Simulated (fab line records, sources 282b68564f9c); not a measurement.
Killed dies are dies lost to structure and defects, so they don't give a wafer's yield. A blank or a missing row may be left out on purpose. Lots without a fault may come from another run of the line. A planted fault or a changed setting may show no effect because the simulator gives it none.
One fault seen from 2 desks | flow rit_cmos | each desk has only its own numbers; what lay behind them comes last

THE TOOL OWNER'S DESK: rtp_anneal-01
The tool's own readings at RIT_SDANNEAL_RTA_03 (time 5 s): means of the sampled wafers that have a number, for each lot that ran on this tool. A lot is out of limits, marked OUT, if its mean lies more than 4 standard deviations from the usual mean; the brackets give that distance.
Columns: A = wafer_temp_C_max at RIT_SDANNEAL_RTA_03, usual 1053.5
lot  | first seen here | A
L851 | day 3 02:10     | 1052.9
L855 | day 3 21:23     | 1052.9
L859 | day 4 17:52     | 1053.6
L863 | day 5 15:33     | 1054.8
L867 | day 6 08:58     | 1053.2
L871 | day 7 05:48     | 1086.6 (+30) OUT
L873 | day 7 15:49     | 1085.8 (+29) OUT
This desk's finding: out of limits on L871, L873; first on L871, day 7 05:48 (wafer_temp_C_max at RIT_SDANNEAL_RTA_03). In limits: L851, L855, L859, L863, L867.

THE METROLOGY DESK
What the gauges read, lot by lot, whatever tool the lot ran on: means of the sampled wafers that have a number. A lot is out of limits, marked OUT, if its mean lies more than 4 standard deviations from the usual mean; the brackets give that distance.
Columns: A = PSD_RS at RIT_SDANNEAL_RS_MEAS_04, usual 115.9 ohm/sq; B = NSD_RS at RIT_SDANNEAL_RS_MEAS_05, usual 84.54 ohm/sq; C = PLDD_RS at RIT_SDANNEAL_RS_MEAS_06, usual 179.7 ohm/sq; D = cd_nm at RIT_CONTACT_CD_MEAS_08, usual 1000.6 nm
lot  | first seen here | A              | B                | C               | D
L851 | day 3 02:14     | 116.0          | 85.23            | 179.5           | 1000.7
L852 | day 3 07:03     | 115.9          | 84.65            | 179.8           | 1000.6
L854 | day 3 15:28     | 116.4          | 84.55            | 180.3           | 996.7
L855 | day 3 21:26     | 115.6          | 84.48            | 179.4           | 998.4
L858 | day 4 11:53     | 116.0          | 84.56            | 178.9           | 1004.6
L859 | day 4 17:56     | 115.8          | 84.22            | 179.9           | 1000.9
L860 | day 4 22:03     | 116.1          | 84.60            | 180.0           | 997.6
L862 | day 5 08:57     | 115.9          | 84.67            | 179.7           | 1000.7
L863 | day 5 15:37     | 115.9          | 84.80            | 179.8           | 1000.7
L865 | day 6 00:00     | 115.9          | 84.91            | 179.8           | 998.9
L864 | day 6 00:55     | 116.1          | 84.29            | 179.3           | 1001.1
L867 | day 6 09:02     | 115.7          | 84.35            | 179.7           | 998.4
L871 | day 7 05:52     | 94.2 (-66) OUT | 83.03 (-5.4) OUT | 160.4 (-38) OUT | 1000.1
L873 | day 7 15:52     | 93.9 (-67) OUT | 83.55            | 160.6 (-38) OUT | 999.2
This desk's finding: out of limits on L871, L873; first on L871, day 7 05:52 (PSD_RS at RIT_SDANNEAL_RS_MEAS_04). In limits: L851, L852, L854, L855, L858, L859, L860, L862, L863, L865, L864, L867.

PUT TOGETHER
The tool owner's desk could have raised an alarm at day 7 05:48, on L871, L873.
The metrology desk could have raised an alarm at day 7 05:52, on L871, L873.
Of the lots named, all ran RIT_SDANNEAL_RTA_03 on rtp_anneal-01.

WHAT THE SIMULATOR HAD PUT IN
Process parameter drift: rtp_anneal-01, from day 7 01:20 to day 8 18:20, at RIT_SDANNEAL_RTA_03. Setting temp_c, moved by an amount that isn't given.
Lots struck among those shown: L871, L873.
Hours from the fault's start to each desk's first reading out of limits: the tool owner's desk, 4; the metrology desk, 5.
